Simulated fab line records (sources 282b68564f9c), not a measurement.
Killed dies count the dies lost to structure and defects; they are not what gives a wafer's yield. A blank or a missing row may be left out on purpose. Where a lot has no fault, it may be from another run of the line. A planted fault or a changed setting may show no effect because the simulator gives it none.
A struck lot beside a sound one | flow rit_cmos | 17 out of 202 route steps
Sound: wafers L145.1, L145.4, L145.6. Struck: wafer L149.4 (L149.2, L149.6, from the same lot, were not struck and are left out); the cause is given at the end.
At each step with rows: each side's tool, then ch and its chambers, then its first start. Under that, the readings that differ: sound wafers | struck wafers | difference of the means | sigmas: that difference in standard deviations of wafers without a fault.
alike: a reading whose means differ by less than 2 such deviations, as well as words and numbers matching on both sides. not compared: withheld readings; readings where some wafer has no value; bounds like >300 that might hide an equal value; numbers whose values overlap and for which the record gives no deviation.
The two part at a step that has a row with sigmas, a row that says differs or no value, or rows on one side only. Numbers that have no deviation but don't overlap get no sigmas and don't part them. Lack of a reading on every wafer of one side parts them only where that side has two or more wafers.

first, 1 step without rows for these wafers: RIT_PSD_IMPLANT_08.
RIT_PSD_STRIP_09: strips in O2, time 180 s.
  sound on plasma_asher-02 ch 0, day 6 03:16; struck on plasma_asher-04 ch 1, day 6 23:07
  reading                     | sound       | struck | difference | sigmas
  drypump_motor_current_A (A) | 5.2 5.2 5.2 | 6.1    | +0.9       | +2
  not compared: rf_hours_counter_h
RIT_PSD_TW_MEAS_10:
  sound on film_metro-04, day 6 03:26; struck on film_metro-03, day 6 23:18
  alike: PSD_TW
then, 3 steps without rows for these wafers: RIT_SDANNEAL_CLEAN_00 (cleans in SC1, time 600 s); RIT_SDANNEAL_CLEAN_01 (cleans in dHF, time 30 s); RIT_SDANNEAL_CLEAN_02 (cleans in SC2, time 600 s).
RIT_SDANNEAL_RTA_03: time 5 s.
  sound on rtp_anneal-02 ch 0, day 6 03:52; struck on rtp_anneal-02 ch 0, day 6 23:46
  alike: ramp_down_c_per_s, wafer_temp_C_max
RIT_SDANNEAL_RS_MEAS_04: a four-point-probe measurement.
  sound on film_metro-02, day 6 03:56; struck on film_metro-04, day 6 23:50
  alike: PSD_RS
RIT_SDANNEAL_RS_MEAS_05: a four-point-probe measurement.
  sound on film_metro-02, day 6 04:03; struck on film_metro-04, day 6 23:57
  alike: NSD_RS
RIT_SDANNEAL_RS_MEAS_06: a four-point-probe measurement.
  sound on film_metro-02, day 6 04:10; struck on film_metro-04, day 7 00:04
  alike: PLDD_RS
RIT_SDANNEAL_RS_MEAS_07: a four-point-probe measurement.
  sound on film_metro-02, day 6 04:17; struck on film_metro-04, day 7 00:11
  alike: NLDD_RS
then, 1 step without rows for these wafers: RIT_SILICIDE_WET_ETCH_00 (etches SiO2 in BOE, target depth 14 nm, time 15 s).
RIT_SILICIDE_SPUTTER_01: material Ti, target thk 30 nm, time 240 s.
  sound on pvd_sputter-03, day 6 04:25; struck on pvd_sputter-03, day 7 00:18
  reading                                     | sound             | struck | difference | sigmas
  model.Ti_of_SILICIDE_SPUTTER_01.thk_nm (nm) | 29.99 30.27 29.82 | 21.89  | -8.14      |
  alike: throttle_valve_pct
RIT_SILICIDE_RS_MEAS_02: a four-point-probe measurement.
  sound on film_metro-02, day 6 04:34; struck on film_metro-03, day 7 00:28
  reading                 | sound          | struck | difference | sigmas
  SILICIDE_TI_RS (ohm/sq) | 48.1 47.6 48.3 | 71.3   | +23.3      | +25
RIT_SILICIDE_THK_MEAS_03: measures by xrf.
  sound on film_metro-02, day 6 04:41; struck on film_metro-03, day 7 00:35
  reading              | sound          | struck | difference | sigmas
  SILICIDE_TI_THK (nm) | 29.8 30.1 29.6 | 21.9   | -7.9       | -16
RIT_SILICIDE_RTA_04: time 10 s, ramp up 5 s, ramp down 5 s.
  sound on rtp_anneal-01 ch 0, day 6 04:45; struck on rtp_anneal-01 ch 0, day 7 00:38
  alike: wafer_temp_C_max
RIT_M1_PROBE_99:
  sound on prober-02, day 6 11:28; struck on prober-02, day 7 07:34
  reading                              | sound             | struck | difference | sigmas
  model.etest.npoly_line.line_ohm_um   | 157.9 157.5 157.9 | 192.6  | +34.8      |
  model.etest.ppoly_line.line_ohm_um   | 152.5 153.3 152   | 184.7  | +32.1      |
  model.etest.contact_nplus.end_ohm_um | 40.01 41.57 40.81 | 33.88  | -6.92      |
  model.etest.contact_pplus.end_ohm_um | 43.45 43.5 44.25  | 35.98  | -7.75      |
  model.etest.ppoly_line.width_nm (nm) | 107.8 106.9 109.1 | 113.1  | +5.2       |
  model.etest.npoly_line.width_nm (nm) | 106.7 105.5 107.9 | 113    | +6         |
  model.etest.npoly_line.rs_ohm_sq     | 16.88 16.89 16.87 | 21.96  | +5.08      |
  model.etest.ppoly_line.rs_ohm_sq     | 16.32 16.38 16.42 | 20.98  | +4.61      |
  alike: killed_at_front_end, killed_dies, killed_open, killed_short

## WHERE THEY PART
First at RIT_PSD_STRIP_09; last, within this record, at RIT_SILICIDE_THK_MEAS_03. Later steps at which nothing parts them and some readings are alike: RIT_SILICIDE_RTA_04, RIT_M1_PROBE_99.

WHY: what the simulator had put in
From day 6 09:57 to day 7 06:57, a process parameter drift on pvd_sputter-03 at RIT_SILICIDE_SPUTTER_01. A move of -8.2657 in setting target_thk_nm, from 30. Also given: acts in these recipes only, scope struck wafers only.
